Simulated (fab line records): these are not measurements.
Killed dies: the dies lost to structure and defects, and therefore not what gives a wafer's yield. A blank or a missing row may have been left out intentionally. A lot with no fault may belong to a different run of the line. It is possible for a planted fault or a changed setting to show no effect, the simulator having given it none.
Lot-split experiment | flow berkeley_cmos170 | 23 wafers read across 5 lots, on a route 331 steps long

## ABOUT THE SPLIT
At UCB170_PVT_IMPLANT_07, the setting energy_kev was moved away from the recipe's 30 on 6 of the 23 wafers read, by -5.5% to -2.3%. For the rest of the wafers, this setting stayed at what the recipe calls for.

The reading is taken at the split's own step.

## THE READING
implant.drp_nm (the simulator's own value, which no gauge read), in nm, at UCB170_PVT_IMPLANT_07. The file does not state a usual value for it.

wafer  | tool, chamber at the split | energy_kev as run | against the recipe | implant.drp_nm, nm | against lot-mates on the recipe
L076.1 | implanter-03, 0            | 28.36             | -5.5%              | 16.01              | -0.55
L076.4 | implanter-03, 0            | 28.36             | -5.5%              | 16.01              | -0.55
L076.5 | implanter-03, 0            | 28.36             | -5.5%              | 16.01              | -0.55
L076.2 | implanter-03, 0            | 30                | recipe             | 16.56              | -
L076.3 | implanter-03, 0            | 30                | recipe             | 16.56              | -
L078.1 | implanter-03, 0            | 29.3              | -2.3%              | 16.33              | -0.23
L078.2 | implanter-03, 0            | 29.3              | -2.3%              | 16.33              | -0.23
L078.6 | implanter-03, 0            | 29.3              | -2.3%              | 16.33              | -0.23
L078.4 | implanter-03, 0            | 30                | recipe             | 16.56              | -
L078.5 | implanter-03, 0            | 30                | recipe             | 16.56              | -
L080.1 | implanter-02, 0            | 30                | recipe             | 16.56              | -
L080.2 | implanter-02, 0            | 30                | recipe             | 16.56              | -
L080.4 | implanter-02, 0            | 30                | recipe             | 16.56              | -
L080.5 | implanter-02, 0            | 30                | recipe             | 16.56              | -
L080.6 | implanter-02, 0            | 30                | recipe             | 16.56              | -
L082.1 | implanter-03, 0            | 30                | recipe             | 16.56              | -
L082.4 | implanter-03, 0            | 30                | recipe             | 16.56              | -
L082.6 | implanter-03, 0            | 30                | recipe             | 16.56              | -
L083.1 | implanter-02, 0            | 30                | recipe             | 16.56              | -
L083.2 | implanter-02, 0            | 30                | recipe             | 16.56              | -
L083.3 | implanter-02, 0            | 30                | recipe             | 16.56              | -
L083.5 | implanter-02, 0            | 30                | recipe             | 16.56              | -
L083.6 | implanter-02, 0            | 30                | recipe             | 16.56              | -

THE FIT
A straight line over all 23 wafers: implant.drp_nm changes by +0.1 nm for each +1% of energy_kev; r = +1.00; the points scatter about the line by 0.0016 nm.
The same after taking each lot's own level away (the mean of its wafers on the recipe; 23 wafers): +0.1 nm for each +1%; r = +1.00; scatter 0.0016 nm.
Per that fit: largest energy_kev move, reading shift of 0.55 nm.
The lots' own levels span 16.560 to 16.560 nm.
Consequently the slope shifts little with the lot-to-lot level, the two slopes agreeing.
Check: -0.548 nm against its lot-mates is what the line predicts for one of the wafers moved furthest among these (-5.5%) when that wafer is left out of the fit. Against them it came out at -0.55 nm.

## ADDITIONAL SPLITS CARRIED BY THESE WAFERS
Other splits were also applied to these wafers ahead of the reading. Each is held against what the fit with the lots' levels taken away leaves over:
other split on the same wafers      | wafers away from the commonest value | r with implant.drp_nm (lot level and that fit taken away)
UCB170_START_OXIDATION_02 temp_c    | 5                                    | +0.13
UCB170_ZERO_COAT_01 resist_thk_nm   | 5                                    | +0.09
UCB170_ACTIVE_COAT_08 resist_thk_nm | 8                                    | -0.30
UCB170_ACTIVE_ETCH_15 rf_w          | 4                                    | +0.14
UCB170_SCREENOX_OXIDATION_01 temp_c | 15                                   | +0.04

## THE WHOLE CHAIN: every reading that the file lists as answering this split, in the file's order
step                  | what it does | reading                                                         | change (the file's fit)               | r (the file's)
UCB170_PVT_IMPLANT_07 |              | implant.rp_nm (the simulator's own value, which no gauge read)  | +0.26 nm for each +1% of the setting  | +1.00
UCB170_PVT_IMPLANT_07 |              | implant.drp_nm (the simulator's own value, which no gauge read) | +0.101 nm for each +1% of the setting | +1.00

## THE FILE'S OWN FIT
implant.drp_nm changes by +0.101 nm for each +1% of energy_kev, r = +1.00.
